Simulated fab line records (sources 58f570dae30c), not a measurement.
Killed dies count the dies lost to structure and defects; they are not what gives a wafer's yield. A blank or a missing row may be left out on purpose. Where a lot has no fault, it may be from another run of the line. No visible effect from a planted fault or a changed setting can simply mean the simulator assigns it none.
Matching of chambers || flow berkeley-cmos170 || 4 sister chambers for UCB170_GATE_ETCH_15 on rie-si-02
The step etches poly-Si in HBr/Cl2, stops on SiO2, time 56.3 s, target depth 278.2 nm. 14 wafers are shown with their chamber, then 7 later ones without.

== WAFERS PAIRED WITH THEIR CHAMBERS ==
{"wafer": "L707.1", "chamber": 3, "throttle-valve-pct (%)": 26.45, "drypump-motor-current-A (A)": 5.4, "oes-product-au (a.u.)": 0.813}
{"wafer": "L707.3", "chamber": 0, "throttle-valve-pct (%)": 26.30, "drypump-motor-current-A (A)": 6.0, "oes-product-au (a.u.)": 0.843}
{"wafer": "L707.4", "chamber": 1, "throttle-valve-pct (%)": 26.65, "drypump-motor-current-A (A)": 5.1, "oes-product-au (a.u.)": 0.855}
{"wafer": "L710.2", "chamber": 2, "throttle-valve-pct (%)": 26.74, "drypump-motor-current-A (A)": 5.1, "oes-product-au (a.u.)": 0.822}
{"wafer": "L710.3", "chamber": 3, "throttle-valve-pct (%)": 26.45, "drypump-motor-current-A (A)": 5.4, "oes-product-au (a.u.)": 0.833}
{"wafer": "L710.5", "chamber": 0, "throttle-valve-pct (%)": 26.30, "drypump-motor-current-A (A)": 6.0, "oes-product-au (a.u.)": 0.849}
{"wafer": "L709.3", "chamber": 1, "throttle-valve-pct (%)": 26.65, "drypump-motor-current-A (A)": 5.2, "oes-product-au (a.u.)": 0.848}
{"wafer": "L709.5", "chamber": 1, "throttle-valve-pct (%)": 26.67, "drypump-motor-current-A (A)": 5.1, "oes-product-au (a.u.)": 0.866}
{"wafer": "L709.6", "chamber": 0, "throttle-valve-pct (%)": 26.29, "drypump-motor-current-A (A)": 6.0, "oes-product-au (a.u.)": 0.852}
{"wafer": "L713.2", "chamber": 0, "throttle-valve-pct (%)": 26.30, "drypump-motor-current-A (A)": 6.0, "oes-product-au (a.u.)": 0.849}
{"wafer": "L713.4", "chamber": 3, "throttle-valve-pct (%)": 26.46, "drypump-motor-current-A (A)": 5.4, "oes-product-au (a.u.)": 0.818}
{"wafer": "L713.5", "chamber": 0, "throttle-valve-pct (%)": 26.30, "drypump-motor-current-A (A)": 6.0, "oes-product-au (a.u.)": 0.850}
{"wafer": "L712.1", "chamber": 3, "throttle-valve-pct (%)": 26.44, "drypump-motor-current-A (A)": 5.5, "oes-product-au (a.u.)": 0.838}
{"wafer": "L712.4", "chamber": 1, "throttle-valve-pct (%)": 26.67, "drypump-motor-current-A (A)": 5.2, "oes-product-au (a.u.)": 0.865}

SIGNATURES (averages over the wafers above)
{"reading": "throttle-valve-pct", "chamber 0": 26.2980, "chamber 1": 26.6600, "chamber 2": 26.7400, "chamber 3": 26.4500, "scatter within a chamber": 0.00825}
{"reading": "drypump-motor-current-A", "chamber 0": 6.000, "chamber 1": 5.150, "chamber 2": 5.100, "chamber 3": 5.425, "scatter within a chamber": 0.0418}
{"reading": "oes-product-au", "chamber 0": 0.84860, "chamber 1": 0.85850, "chamber 2": 0.82200, "chamber 3": 0.82550, "scatter within a chamber": 0.00831}
Rule: for each reading, subtract the chamber's mean from the wafer's reading, divide by that reading's scatter and square the result; add these up over the readings and take the root, which gives the wafer's distance from the chamber. If the next closest chamber is less than 2 further off than the closest, the wafer can't be placed; otherwise it belongs to the closest. The scatter: the root of (the sum of the squares of (reading less its chamber's mean) over the shown wafers, divided by (wafers less chambers)).

== WAFERS WITHOUT THEIR CHAMBER ==
{"wafer": "L712.6", "throttle-valve-pct (%)": 26.76, "drypump-motor-current-A (A)": 5.1, "oes-product-au (a.u.)": 0.837}
{"wafer": "L727.1", "throttle-valve-pct (%)": 26.77, "drypump-motor-current-A (A)": 5.1, "oes-product-au (a.u.)": 0.830}
{"wafer": "L727.2", "throttle-valve-pct (%)": 26.43, "drypump-motor-current-A (A)": 5.5, "oes-product-au (a.u.)": 0.833}
{"wafer": "L727.5", "throttle-valve-pct (%)": 26.46, "drypump-motor-current-A (A)": 5.4, "oes-product-au (a.u.)": 0.829}
{"wafer": "L729.3", "throttle-valve-pct (%)": 26.45, "drypump-motor-current-A (A)": 5.4, "oes-product-au (a.u.)": 0.835}
{"wafer": "L729.4", "throttle-valve-pct (%)": 26.77, "drypump-motor-current-A (A)": 5.1, "oes-product-au (a.u.)": 0.830}
{"wafer": "L729.5", "throttle-valve-pct (%)": 26.30, "drypump-motor-current-A (A)": 6.0, "oes-product-au (a.u.)": 0.853}

== EACH ONE'S CHAMBER ==
{"wafer": "L712.6", "from the rows above": 2, "in truth": 2}
{"wafer": "L727.1", "from the rows above": 2, "in truth": 2}
{"wafer": "L727.2", "from the rows above": 3, "in truth": 3}
{"wafer": "L727.5", "from the rows above": 3, "in truth": 3}
{"wafer": "L729.3", "from the rows above": 3, "in truth": 3}
{"wafer": "L729.4", "from the rows above": 2, "in truth": 2}
{"wafer": "L729.5", "from the rows above": 0, "in truth": 0}
Correctly placed: 7 of 7. Can't be placed from these rows: 0. Wrongly placed: 0.
